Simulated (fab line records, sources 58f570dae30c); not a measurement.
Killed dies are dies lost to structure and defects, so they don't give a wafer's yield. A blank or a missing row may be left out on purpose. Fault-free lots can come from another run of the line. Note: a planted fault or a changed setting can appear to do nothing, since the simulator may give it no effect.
Problem report, 8D (eight disciplines) form, completed by code	flow berkeley-cmos170	the parts of the form that need people (team, actions taken, sign-off) are left out

1. WHAT IS WRONG
At UCB170_CONTACT_ETCH_18, run-length-s averages 194.2 s over 6 wafers from 2 lots, while fault-free wafers read 223.3 s, standard deviation 0.44. That is -66 standard deviations from the usual mean.
The step: etches PSG in CHF3/CF4/Ar, stops on TiSi2, target depth 840 nm, time 195 s.
Earliest sighting: wafer L886.1 on rie-diel-03 at day 9 01:00. The record holds 18 wafers of 6 lots with a number at this step. Rule for "out", or "out of limits": more than 4 standard deviations from the usual mean. Any other wafer with a number is counted as sound.

2. WHAT IT IS, AND WHAT IT ISN'T
question	is	is not
which readings at this step	run-length-s, oes-product-au	CHF3_flow_sccm, drypump-motor-current-A
which lots	L885, L886	L876, L889, L893, L894
which wafers of those lots	all that have a number	-
read on which tools	rie-diel-03	rie-diel-01, rie-diel-04
when	from day 9 01:00	up to then (3 sound wafers); but 9 sound wafers of L889, L893, L894 came after

3. SUSPECTS, AND WHAT RULES EACH OUT
Counting: a tool at any process step up to the reading remains a suspect when it ran all the lots that are out and ran no sound lot after the first of those.
- rtp-anneal-02 at UCB170_CONTACT_RTA_08 (time 10 s): ruled out as a lasting fault. Sound lots L889, L893 ran on it after its first lot that is out, L886 (day 8 23:29).
- rie-diel-03 at UCB170_CONTACT_ETCH_17 (etches BARC in N2/H2): kept. It ran every lot that is out, first L886 (day 9 00:58), and no sound lot after that.
- rie-diel-03 at UCB170_CONTACT_ETCH_18 (etches PSG in CHF3/CF4/Ar, stops on TiSi2, target depth 840 nm, time 195 s): kept. It ran every lot that is out, first L886 (day 9 01:00), and no sound lot after that. Its own oes-product-au, run-length-s readings are out on those wafers.
Remaining after the count are rie-diel-03 at UCB170_CONTACT_ETCH_17 and rie-diel-03 at UCB170_CONTACT_ETCH_18.

4. THE CAUSE (what the simulator had put in)
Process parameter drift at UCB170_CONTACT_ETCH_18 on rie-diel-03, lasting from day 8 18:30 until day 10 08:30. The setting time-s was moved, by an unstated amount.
Counting left 2 suspects, and this tool is among them.

5. THE CHAIN OF EFFECTS, in route order
Rows list readings where the struck wafers' mean (over those with a number) sits beyond 3 standard deviations from the usual. Readings are gone through only where the record gives a usual standard deviation; hours: the median, over the lots, of the time from a lot's start at the first step in this table giving one to that lot's start at this step; sigmas: the change measured in usual standard deviations.
hours	step	reading	usual	on struck wafers	change	sigmas
0	UCB170_CONTACT_ETCH_18	oes-product-au	0.898 a.u.	0.999	+0.101	+8.5
0	UCB170_CONTACT_ETCH_18	run-length-s	223.3 s	194.2	-29.1	-66
The process steps in it:
- UCB170_CONTACT_ETCH_18: etches PSG in CHF3/CF4/Ar, stops on TiSi2, target depth 840 nm, time 195 s.
Readings that are blank on the struck wafers while sound wafers have them: rf-fwd-power-W at UCB170_CONTACT_ETCH_18.

6. HOW IT WOULD HAVE BEEN CAUGHT EARLIER
In this record no reading fell out of limits until day 9 01:00, 6 hours after the fault had begun at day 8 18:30.
